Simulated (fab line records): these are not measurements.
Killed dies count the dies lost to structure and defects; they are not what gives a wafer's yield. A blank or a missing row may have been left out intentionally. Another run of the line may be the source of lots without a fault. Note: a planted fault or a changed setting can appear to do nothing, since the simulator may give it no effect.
Split-lot experiment + flow berkeleyCmos170 + on a route of 331 steps: 5 lots, 23 wafers read

THE SPLIT
At UCB170_SPACER_CVD_00 (deposits SiO2 from TEOS/O2, target thk 376 nm, time 47 s), the setting timeS was moved away from the recipe's 47 s on 5 of the 23 wafers read, by +11.4% to +13.0%. All remaining wafers had this setting at the recipe value.

The file shows no step between the split and the reading.

THE READING
SPACER_TEOS_THK at UCB170_SPACER_THK_MEAS_01, in nm. A value of 376 nm with a standard deviation of 4.7 nm is what fault-free wafers of this fab line usually give.

| wafer  | tool, chamber at the split | timeS as run, s | against the recipe | SPACER_TEOS_THK, nm | against lot-mates on the recipe |
|--------|----------------------------|-----------------|--------------------|---------------------|---------------------------------|
| L080.1 | pecvd-02, 2                | 47              | recipe             | 373                 | -                               |
| L080.2 | pecvd-02, 0                | 53.11           | +13.0%             | 421                 | +44                             |
| L080.4 | pecvd-02, 2                | 53.11           | +13.0%             | 422                 | +46                             |
| L080.5 | pecvd-02, 1                | 53.11           | +13.0%             | 427                 | +50                             |
| L080.6 | pecvd-02, 0                | 47              | recipe             | 380                 | -                               |
| L082.2 | pecvd-04, 1                | 47              | recipe             | 368                 | -                               |
| L082.3 | pecvd-04, 0                | 47              | recipe             | 371                 | -                               |
| L082.6 | pecvd-04, 1                | 47              | recipe             | 374                 | -                               |
| L081.1 | pecvd-01, 1                | 47              | recipe             | 374                 | -                               |
| L081.2 | pecvd-01, 2                | 47              | recipe             | 372                 | -                               |
| L081.3 | pecvd-01, 0                | 47              | recipe             | 376                 | -                               |
| L081.4 | pecvd-01, 1                | 47              | recipe             | 379                 | -                               |
| L081.6 | pecvd-01, 2                | 47              | recipe             | 380                 | -                               |
| L084.1 | pecvd-02, 1                | 47              | recipe             | 371                 | -                               |
| L084.2 | pecvd-02, 2                | 47              | recipe             | 366                 | -                               |
| L084.3 | pecvd-02, 1                | 52.38           | +11.4%             | 422                 | +50                             |
| L084.4 | pecvd-02, 2                | 52.38           | +11.4%             | 423                 | +51                             |
| L084.5 | pecvd-02, 1                | 47              | recipe             | 379                 | -                               |
| L085.1 | pecvd-04, 2                | 47              | recipe             | 372                 | -                               |
| L085.2 | pecvd-04, 1                | 47              | recipe             | 369                 | -                               |
| L085.3 | pecvd-04, 0                | 47              | recipe             | 372                 | -                               |
| L085.4 | pecvd-04, 1                | 47              | recipe             | 376                 | -                               |
| L085.6 | pecvd-04, 2                | 47              | recipe             | 379                 | -                               |

THE FIT
A straight line over all 23 wafers: SPACER_TEOS_THK changes by +3.95 nm for each +1% of timeS; r = +0.98; the points scatter about the line by 4.2 nm.
The same after taking each lot's own level away (the mean of its wafers on the recipe; 23 wafers): +3.87 nm for each +1%; r = +0.98; scatter 4.2 nm.
On that fit, the largest move of timeS shifts the reading by 50 nm.
Across the lots, their own levels run from 371.0 to 376.5 nm, a range of 1.2 times the standard deviation given above.
So the lot-to-lot level changes the slope little: the two slopes agree.
Check: for one of the wafers moved furthest among these (+13.0%), held out of the fit, the line's prediction against its lot-mates is +52.1 nm. Against them it came out at +44.5 nm.

THESE WAFERS: OTHER SPLITS
These wafers also went through other splits before the reading. Each is held against what the fit with the lots' levels taken away leaves over:
| other split on the same wafers | wafers away from the commonest value | r with SPACER_TEOS_THK (lot level and that fit taken away) |
|--------------------------------|--------------------------------------|------------------------------------------------------------|
| UCB170_NLDD_PEB_04 pebTempC    | 10                                   | +0.04                                                      |

THE WHOLE CHAIN: every reading that the file lists as answering this split, in the file's order
| step                      | what it does                                             | reading                                                                      | change (the file's fit)              | r (the file's) |
|---------------------------|----------------------------------------------------------|------------------------------------------------------------------------------|--------------------------------------|----------------|
| UCB170_SPACER_CVD_00      | deposits SiO2 from TEOS/O2, target thk 376 nm, time 47 s | SiO2_of_SPACER_CVD_00.thkNm (the simulator's own value, which no gauge read) | +3.95 nm for each +1% of the setting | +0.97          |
| UCB170_SPACER_THK_MEAS_01 |                                                          | SPACER_TEOS_THK                                                              | +3.98 for each +1% of the setting    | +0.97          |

FILE'S OWN FIT
SPACER_TEOS_THK changes by +3.98 nm for each +1% of timeS, r = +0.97.
